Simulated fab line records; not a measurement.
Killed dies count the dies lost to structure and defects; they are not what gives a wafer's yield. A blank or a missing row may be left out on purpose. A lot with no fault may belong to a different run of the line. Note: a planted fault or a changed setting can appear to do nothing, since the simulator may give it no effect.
Which tool is to blame?	flow berkeley cmos170	15 lots, 45 wafers sampled, at 4 steps of a route of 331

## WHAT THE GAUGES READ, wafer by wafer
UCB170_GATE_CD_MEAS_12 targets a cd of 350 nm.
lot	measured	on	cd nm (nm)
L237	day 5 19:56	cd sem-02	352.5 352.7 352.4
L238	day 5 20:02	cd sem-01	348.9 348.6 348.0
L239	day 6 06:19	cd sem-01	350.8 350.3 351.0
L240	day 6 13:00	cd sem-02	352.1 352.7 351.6
L242	day 6 18:25	cd sem-01	349.8 348.7 349.3
L244	day 7 17:59	cd sem-01	349.7 349.1 348.3
L246	day 7 22:04	cd sem-01	351.3 350.1 349.4
L245	day 7 22:38	cd sem-02	350.9 349.6 350.2
L248	day 8 12:32	cd sem-01	351.7 350.4 352.2
L249	day 8 12:46	cd sem-02	351.2 351.5 350.9
L252	day 9 05:53	cd sem-01	350.9 351.7 349.9
L257	day 9 22:36	cd sem-01	353.5 351.9 352.7
L259	day 10 14:14	cd sem-01	349.1 349.3 349.8
L258	day 10 14:21	cd sem-02	352.3 352.3 352.7
L260	day 10 19:26	cd sem-01	349.7 349.1 349.2

UCB170_V2_BOW_MEAS_03.
lot	measured	on	V2_BOW (um)
L237	day 7 11:31	film metro-01	29 38 38
L238	day 7 11:14	film metro-01	46 33 40
L239	day 7 13:25	film metro-01	23 28 41
L240	day 8 10:10	film metro-03	43 30 31
L242	day 8 09:29	film metro-01	41 36 33
L244	day 9 10:10	film metro-02	36 43 27
L246	day 9 09:39	film metro-01	50 32 20
L245	day 9 13:15	film metro-03	31 29 33
L248	day 10 02:49	film metro-01	37 38 42
L249	day 10 02:40	film metro-03	37 27 32
L252	day 10 18:26	film metro-03	36 33 43
L257	day 11 14:16	film metro-02	49 42 32
L259	day 11 23:07	film metro-03	46 40 30
L258	day 11 22:57	film metro-02	45 44 53
L260	day 12 02:43	film metro-01	25 35 45

UCB170_M3_OVL_MEAS_16.
lot	measured	on	M3_OVL (nm)
L237	day 7 17:28	overlay-01	5 -1 4
L238	day 7 17:06	overlay-01	-1 1 2
L239	day 7 21:34	overlay-02	9 -1 -1
L240	day 8 14:52	overlay-01	-3 -3 6
L242	day 8 14:42	overlay-01	5 4 -5
L244	day 9 15:48	overlay-01	-2 -8 -2
L246	day 9 15:36	overlay-01	-1 5 3
L245	day 9 17:44	overlay-02	- - -
L248	day 10 07:53	overlay-02	- - -
L249	day 10 07:37	overlay-01	- - -
L252	day 10 23:58	overlay-02	6 3 -1
L257	day 11 19:05	overlay-02	0 8 8
L259	day 12 03:28	overlay-01	1 -1 0
L258	day 12 02:45	overlay-01	-13 -10 -2
L260	day 12 07:08	overlay-01	6 7 3

## WHICH TOOL RAN EACH LOT (tool, then ch and the chambers of the sampled wafers, then the start)
lot	UCB170_M3_PEB_13
L237	litho track-02 ch 0, day 7 17:07
L238	litho track-03 ch 0, day 7 16:43
L239	litho track-02 ch 0, day 7 21:11
L240	litho track-02 ch 0, day 8 14:27
L242	litho track-01 ch 0, day 8 14:19
L244	litho track-03 ch 0, day 9 15:26
L246	litho track-01 ch 0, day 9 15:13
L245	litho track-03, day 9 17:20
L248	litho track-02, day 10 07:31
L249	litho track-02, day 10 07:13
L252	litho track-02 ch 0, day 10 23:00
L257	litho track-01 ch 0, day 11 18:41
L259	litho track-02 ch 0, day 12 03:06
L258	litho track-03 ch 0, day 12 02:22
L260	litho track-03 ch 0, day 12 06:46
- UCB170_M3_PEB_13

## AS READ BY THE TOOLS THEMSELVES (means over the sampled wafers that have a number; for cases with no such wafer, the mark the record gives instead)
UCB170_M3_PEB_13.
lot	tool	chill plate temp C (C)	exhaust pa (Pa)
L237	litho track-02	22.98	45.1
L238	litho track-03	23.18	46.0
L239	litho track-02	23.02	44.7
L240	litho track-02	23.08	47.5
L242	litho track-01	22.87	44.5
L244	litho track-03	22.95	44.6
L246	litho track-01	22.98	45.5
L245	litho track-03	-	-
L248	litho track-02	-	-
L249	litho track-02	-	-
L252	litho track-02	22.93	45.0
L257	litho track-01	22.79	44.7
L259	litho track-02	22.95	44.2
L258	litho track-03	23.03	44.3
L260	litho track-03	22.90	45.0

## THE ANSWER, worked out from the rows above alone
Rule: usual is defined by the lots themselves. The widest of any qualifying gaps counts: lots, ordered by their means at a reading, are off when they make up no more than a third of the lots, leave a main group of 4 or more, and stand apart from it by 3 or more times the standard deviation of that group's means. If all means in a main group match to the digits the tables above print for the reading, that group is not used. Also off: a lot with no number at a reading for which 4 or more lots have one. Any other lot the step has rows for is counted as sound. First the gauges in route order, then the tools' own readings, where a lot's mean is used as printed above. The first step at which some lot is off is used, and at that step the reading that is off furthest; a lot without a number counts as furthest.
Off: L245, L248, L249, seen at UCB170_M3_OVL_MEAS_16 (M3_OVL). Without a number there: L245, L248, L249. For the main group the mean is 1 nm and the standard deviation 3.7.
If a tool, at a process step before that reading, ran all the lots that are off and no sound lot after the first of them, it fits. The gauges at UCB170_M3_OVL_MEAS_16 aren't tried: what is off there is off at UCB170_M3_PEB_13 too, on other tools, and a gauge's error can't cause that. Not one of the candidates tried fits.

## WHAT THE SIMULATOR HAD PUT IN
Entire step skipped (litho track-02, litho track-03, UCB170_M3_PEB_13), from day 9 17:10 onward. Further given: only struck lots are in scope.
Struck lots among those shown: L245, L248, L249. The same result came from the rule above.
